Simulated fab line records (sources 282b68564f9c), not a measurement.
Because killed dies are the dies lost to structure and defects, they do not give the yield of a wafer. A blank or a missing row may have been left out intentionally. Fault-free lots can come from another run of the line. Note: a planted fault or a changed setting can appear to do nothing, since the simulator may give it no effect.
The tool behind it: which one? + flow rit cmos + 15 lots with 45 wafers sampled at 5 steps, on a route of 202 steps

== WHAT THE GAUGES SHOWED, per wafer ==
RIT_ACTIVE_THK_MEAS_02. Usual: ACTIVE_OXIDE_THK 46.5 nm, standard deviation 0.74.
| lot  | measured    | on            | ACTIVE_OXIDE_THK (nm) | flag |
|------|-------------|---------------|-----------------------|------|
| L839 | day 1 12:04 | film metro-03 | 46.4 46.5 46.3        |      |
| L840 | day 1 17:03 | film metro-03 | 47.9 47.5 47.3        |      |
| L841 | day 1 22:03 | film metro-04 | 47.7 46.6 47.8        |      |
| L842 | day 2 03:03 | film metro-02 | 46.7 46.0 46.6        |      |
| L843 | day 2 08:04 | film metro-02 | 47.3 47.1 47.6        |      |
| L844 | day 2 13:04 | film metro-04 | 46.2 46.8 46.1        |      |
| L845 | day 2 19:21 | film metro-04 | 46.2 45.6 46.3        |      |
| L846 | day 2 23:19 | film metro-03 | 46.7 47.1 47.4        |      |
| L850 | day 3 19:03 | film metro-03 | 45.9 46.0 45.5        |      |
| L852 | day 4 05:47 | film metro-03 | 46.6 45.9 45.7        |      |
| L855 | day 4 21:32 | film metro-04 | 37.5 37.2 35.9        | OFF  |
| L856 | day 5 01:03 | film metro-04 | 37.8 37.5 37.4        | OFF  |
| L857 | day 5 07:14 | film metro-04 | 38.3 37.7 37.5        | OFF  |
| L858 | day 5 13:05 | film metro-04 | 45.3 46.5 46.9        |      |
| L862 | day 6 07:03 | film metro-02 | 46.5 46.9 46.9        |      |

RIT_ACTIVE_THK_MEAS_04. Usual: ACTIVE_NITRIDE_THK 149.9 nm, standard deviation 1.5.
| lot  | measured    | on            | ACTIVE_NITRIDE_THK (nm) | flag |
|------|-------------|---------------|-------------------------|------|
| L839 | day 1 13:32 | film metro-04 | 151.7 152.4 151.9       |      |
| L840 | day 1 18:32 | film metro-03 | 152.0 151.1 150.2       |      |
| L841 | day 1 23:32 | film metro-03 | 148.7 149.5 149.5       |      |
| L842 | day 2 04:51 | film metro-03 | 151.0 151.3 151.0       |      |
| L843 | day 2 10:15 | film metro-02 | 150.3 149.7 150.8       |      |
| L844 | day 2 14:32 | film metro-02 | 146.5 146.8 146.6       |      |
| L845 | day 2 20:50 | film metro-03 | 149.6 150.4 150.6       |      |
| L846 | day 3 00:47 | film metro-03 | 150.7 149.5 148.6       |      |
| L850 | day 3 20:32 | film metro-04 | 149.0 149.0 148.8       |      |
| L852 | day 4 07:16 | film metro-04 | 150.8 150.8 150.8       |      |
| L855 | day 4 23:01 | film metro-03 | 151.4 152.3 153.7       |      |
| L856 | day 5 02:32 | film metro-04 | 149.1 150.0 150.7       |      |
| L857 | day 5 08:43 | film metro-04 | 148.4 148.6 148.6       |      |
| L858 | day 5 14:34 | film metro-03 | 149.2 149.3 148.8       |      |
| L862 | day 6 08:32 | film metro-03 | 149.5 149.7 150.4       |      |

RIT_ACTIVE_CD_MEAS_90: the cd target is 1400 nm. Usual: cd nm 1400.0 nm, standard deviation 2.2.
| lot  | measured    | on        | cd nm (nm)           | flag |
|------|-------------|-----------|----------------------|------|
| L839 | day 1 15:10 | cd sem-02 | 1400.1 1395.7 1397.7 |      |
| L840 | day 1 20:01 | cd sem-01 | 1401.4 1401.2 1402.6 |      |
| L841 | day 2 01:01 | cd sem-01 | 1398.5 1400.2 1398.4 |      |
| L842 | day 2 06:28 | cd sem-01 | 1398.0 1397.0 1396.0 |      |
| L843 | day 2 11:45 | cd sem-01 | 1395.1 1392.6 1395.5 |      |
| L844 | day 2 16:25 | cd sem-01 | 1398.7 1397.7 1394.3 |      |
| L845 | day 2 22:19 | cd sem-01 | 1400.2 1402.9 1402.4 |      |
| L846 | day 3 02:16 | cd sem-02 | 1399.1 1401.5 1401.4 |      |
| L850 | day 3 22:03 | cd sem-02 | 1402.3 1400.1 1402.2 |      |
| L852 | day 4 08:55 | cd sem-02 | 1399.7 1398.6 1399.7 |      |
| L855 | day 5 00:37 | cd sem-02 | 1402.4 1401.5 1401.7 |      |
| L856 | day 5 04:01 | cd sem-02 | 1397.4 1396.5 1397.2 |      |
| L857 | day 5 10:13 | cd sem-02 | 1399.9 1401.5 1401.9 |      |
| L858 | day 5 16:11 | cd sem-02 | 1398.6 1396.9 1396.5 |      |
| L862 | day 6 10:10 | cd sem-02 | 1402.6 1403.6 1404.0 |      |

== EACH LOT AND THE TOOL THAT RAN IT (in order: tool; ch and the chambers of the sampled wafers; start) ==
| lot  | RIT_ACTIVE_OXIDATION_01      | RIT_ACTIVE_STRIP_14                 |
|------|------------------------------|-------------------------------------|
| L839 | furnace-04 ch 0, day 1 10:07 | plasma asher-02 ch 0,1, day 1 14:58 |
| L840 | furnace-02 ch 0, day 1 15:07 | plasma asher-02 ch 0,1, day 1 19:50 |
| L841 | furnace-03 ch 0, day 1 20:07 | plasma asher-04 ch 0,1, day 2 00:50 |
| L842 | furnace-03 ch 0, day 2 01:07 | plasma asher-02 ch 0,1, day 2 06:17 |
| L843 | furnace-04 ch 0, day 2 06:07 | plasma asher-04 ch 0,1, day 2 11:33 |
| L844 | furnace-03 ch 0, day 2 11:07 | plasma asher-04 ch 0,1, day 2 16:13 |
| L845 | furnace-03 ch 0, day 2 17:25 | plasma asher-04 ch 0,1, day 2 22:08 |
| L846 | furnace-04 ch 0, day 2 21:22 | plasma asher-02 ch 0,1, day 3 02:06 |
| L850 | furnace-03 ch 0, day 3 17:07 | plasma asher-01 ch 0,1, day 3 21:52 |
| L852 | furnace-03 ch 0, day 4 03:49 | plasma asher-01 ch 0,1, day 4 08:44 |
| L855 | furnace-03 ch 0, day 4 19:36 | plasma asher-02 ch 0,1, day 5 00:27 |
| L856 | furnace-03 ch 0, day 4 23:07 | plasma asher-04 ch 0,1, day 5 03:50 |
| L857 | furnace-03 ch 0, day 5 05:17 | plasma asher-04 ch 0,1, day 5 10:01 |
| L858 | furnace-04 ch 0, day 5 11:08 | plasma asher-04 ch 1, day 5 15:59   |
| L862 | furnace-04 ch 0, day 6 05:07 | plasma asher-04 ch 0,1, day 6 09:59 |
- RIT_ACTIVE_OXIDATION_01: target thk 46.8 nm, ox time 3360 s.
- RIT_ACTIVE_STRIP_14: strips in O2, time 180 s.

== AS READ BY THE TOOLS THEMSELVES (means over the sampled wafers that have a number; for cases with no such wafer, the mark the record gives instead) ==
RIT_ACTIVE_OXIDATION_01. Usual: spike tc centre C 1003.5 C, standard deviation 1; spike tc load C 1026 C, standard deviation 3.7; spike tc source C 1026.9 C, standard deviation 2.3; tube center temp C 999.99 C, standard deviation 0.091; tube_center_temp_C_max 1002.6, standard deviation 0.44.
| lot  | tool       | spike tc centre C (C) | spike tc load C (C) | spike tc source C (C) | tube center temp C (C) | tube_center_temp_C_max | flag |
|------|------------|-----------------------|---------------------|-----------------------|------------------------|------------------------|------|
| L839 | furnace-04 | 1002.7                | 1031                | 1030.1                | 1000.03                | 1002.9                 |      |
| L840 | furnace-02 | 1003.0                | 1023                | 1023.3                | 999.98                 | 1002.7                 |      |
| L841 | furnace-03 | 1003.5                | 1024                | 1027.4                | 999.95                 | 1002.4                 |      |
| L842 | furnace-03 | 1003.5                | 1025                | 1027.6                | 999.98                 | 1002.6                 |      |
| L843 | furnace-04 | 1002.3                | 1032                | 1030.1                | 1000.01                | 1002.5                 |      |
| L844 | furnace-03 | 1003.4                | 1024                | 1027.4                | 999.97                 | 1002.6                 |      |
| L845 | furnace-03 | 1004.2                | 1024                | 1027.6                | 1000.00                | 1002.5                 |      |
| L846 | furnace-04 | 1002.6                | 1031                | 1028.5                | 999.91                 | 1002.7                 |      |
| L850 | furnace-03 | 1003.8                | 1025                | 1027.8                | 1000.03                | 1003.3                 |      |
| L852 | furnace-03 | 1002.6                | 1024                | 1027.7                | 1000.00                | 1003.0                 |      |
| L855 | furnace-03 | 980.9                 | 1000                | 1002.9                | 976.77                 | 979.4                  | OFF  |
| L856 | furnace-03 | 981.3                 | 1001                | 1003.2                | 976.75                 | 979.1                  | OFF  |
| L857 | furnace-03 | 981.1                 | 999                 | 1003.3                | 976.72                 | 979.3                  | OFF  |
| L858 | furnace-04 | 1003.7                | 1031                | 1028.6                | 999.86                 | 1002.4                 |      |
| L862 | furnace-04 | 1003.5                | 1030                | 1029.0                | 1000.05                | 1002.3                 |      |

RIT_ACTIVE_STRIP_14. Usual: drypump motor current A 5.6 A, standard deviation 0.63.
| lot  | tool            | drypump motor current A (A) | flag |
|------|-----------------|-----------------------------|------|
| L839 | plasma asher-02 | 5.0                         |      |
| L840 | plasma asher-02 | 5.4                         |      |
| L841 | plasma asher-04 | 5.4                         |      |
| L842 | plasma asher-02 | 5.0                         |      |
| L843 | plasma asher-04 | 5.9                         |      |
| L844 | plasma asher-04 | 5.9                         |      |
| L845 | plasma asher-04 | 5.4                         |      |
| L846 | plasma asher-02 | 5.4                         |      |
| L850 | plasma asher-01 | 6.3                         |      |
| L852 | plasma asher-01 | 6.2                         |      |
| L855 | plasma asher-02 | 5.0                         |      |
| L856 | plasma asher-04 | 5.4                         |      |
| L857 | plasma asher-04 | 5.9                         |      |
| L858 | plasma asher-04 | 6.3                         |      |
| L862 | plasma asher-04 | 5.4                         |      |

== THE ANSWER, worked out from the rows above alone ==
Rule: take the mean of a lot's wafers that have a number; if it is more than 3 standard deviations from the usual mean, the lot is off. Also off: a lot with no number at a reading for which 4 or more lots have one. The other lots that the step has rows for count as sound. Order of review: gauges by route order, followed by the tools' own readings, for which a lot's mean as printed above is used. At the first step where some lot is off, the reading lying furthest off is the one used; lots without a number count as furthest.
Off: at RIT_ACTIVE_THK_MEAS_02 (ACTIVE_OXIDE_THK), L855, L856, L857.
A tool fits if, at a process step before that reading, it ran every lot that is off, and no sound lot after the first of them. The gauges at RIT_ACTIVE_THK_MEAS_02 aren't tried: what is off there is off at RIT_ACTIVE_OXIDATION_01 too, on other tools, and a gauge's error can't cause that. One fits: furnace-03 at RIT_ACTIVE_OXIDATION_01. A fault onset in the window from L852 (day 4 03:49, its last sound lot) to L855 (day 4 19:36, its first lot off) fits.
The tool's own readings at RIT_ACTIVE_OXIDATION_01 bear it out: on the lots that are off they differ by more than 5 times the standard deviation of the sound lots' means. spike tc centre C reads 981.1 C there against 1003.2 C on the sound lots; spike tc load C reads 1000 C there against 1027 C on the sound lots; spike tc source C reads 1003.1 C there against 1027.9 C on the sound lots; tube center temp C reads 976.75 C there against 999.98 C on the sound lots; tube_center_temp_C_max reads 979.3 there against 1002.7 on the sound lots.

== WHAT HAD BEEN PUT IN BY THE SIMULATOR ==
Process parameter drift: furnace-03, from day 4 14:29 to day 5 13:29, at RIT_ACTIVE_OXIDATION_01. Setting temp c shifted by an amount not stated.
Lots struck among those shown: L855, L856, L857. This agrees with what the rule above found.
